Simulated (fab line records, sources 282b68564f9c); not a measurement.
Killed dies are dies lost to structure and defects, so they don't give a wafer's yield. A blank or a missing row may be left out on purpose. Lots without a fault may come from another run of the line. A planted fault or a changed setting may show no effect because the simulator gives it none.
A struck lot beside a sound one | flow rit_cmos | 15 steps out of a route of 202
Sound: wafers L615.1, L615.5, L615.6. Struck: wafer L625.5. (L625.4, L625.6 of the same lot were not struck and are left out.) The cause comes at the end.
At each step with rows: each side's tool, then ch and its chambers, then its first start. Under that, the readings that differ: sound wafers | struck wafers | difference of the means | sigmas: that difference in standard deviations of wafers without a fault.
alike: readings whose means differ by less than 2 such deviations, and words and numbers that are the same on both sides. not compared: withheld readings, readings that some wafer has no value for, bounds like >300 that may hide the same value, and numbers for which the record gives no deviation and whose values overlap.
The two part at a step that has a row with sigmas, a row that says differs or no value, or rows on one side only. Numbers that don't overlap but have no deviation are shown without sigmas and don't part them. A reading that every wafer of one side lacks parts them only if that side has two wafers or more.

RIT_M1_SPUTTER_00: material Al, target thk 400 nm, time 500 s.
  sound on pvd_sputter-04, day 3 05:51; struck on pvd_sputter-04, day 5 08:19
  alike: throttle_valve_pct
RIT_M1_RS_MEAS_01: measures by four-point-probe.
  sound on film_metro-02, day 3 06:08; struck on film_metro-02, day 5 08:40
  reading           | sound                | struck | difference | sigmas
  M1_AL_RS (ohm/sq) | 0.0742 0.0741 0.0737 | 0.0720 | -0.0020    | -3
RIT_M1_THK_MEAS_02: measures by xrf.
  sound on film_metro-02, day 3 06:16; struck on film_metro-02, day 5 08:45
  reading        | sound       | struck | difference | sigmas
  M1_AL_THK (nm) | 404 405 407 | 419    | +14        | +3
then, 6 steps without rows for these wafers: RIT_M1_HMDS_03 (prime time 60 s); RIT_M1_COAT_04 (resist thk 1300 nm); RIT_M1_SOFTBAKE_05 (time 60 s); RIT_M1_EXPOSE_06 (exposes mask M12, target cd 2600 nm); RIT_M1_PEB_07; RIT_M1_DEVELOP_08 (develop time 68 s).
RIT_M1_CD_MEAS_09: target cd 2600 nm.
  sound on cd_sem-01, day 3 07:20; struck on cd_sem-01, day 5 09:58
  reading    | sound                | struck | difference | sigmas
  cd_nm (nm) | 2600.7 2601.8 2601.7 | 2593.6 | -7.8       | -3
RIT_M1_OVL_MEAS_10:
  sound on overlay-01, day 3 07:27; struck on overlay-01, day 5 10:02
  reading     | sound       | struck | difference | sigmas
  M1_OVL (nm) | 0.3 1.2 0.2 | -2.4   | -3.0       | -2
then, 1 step without rows for these wafers: RIT_M1_HARDBAKE_11 (time 120 s).
RIT_M1_METAL_ETCH_12: etches Al in Cl2/BCl3, stops on SiO2, time 165 s, target depth 600 nm.
  sound on rie_metal-02 ch 0,1, day 3 07:44; struck on rie_metal-03 ch 1, day 5 10:35
  reading                        | sound             | struck | difference | sigmas
  chamber_pressure_mTorr (mTorr) | 99.92 99.97 99.85 | 120.17 | +20.26     | +99 or more
  alike: bcl3_flow_sccm, drypump_motor_current_A, oes_product_au, throttle_valve_pct
  not compared: rf_hours_counter_h
then, 1 step without rows for these wafers: RIT_M1_STRIP_13 (strips in nmp, time 600 s).
RIT_M1_PROBE_99:
  the record has rows for the struck wafers here (prober-01, day 5 15:02) and none for the sound ones

WHERE THEY PART
First at RIT_M1_RS_MEAS_01; last, within this record, at RIT_M1_PROBE_99.

WHY: what the simulator had put in
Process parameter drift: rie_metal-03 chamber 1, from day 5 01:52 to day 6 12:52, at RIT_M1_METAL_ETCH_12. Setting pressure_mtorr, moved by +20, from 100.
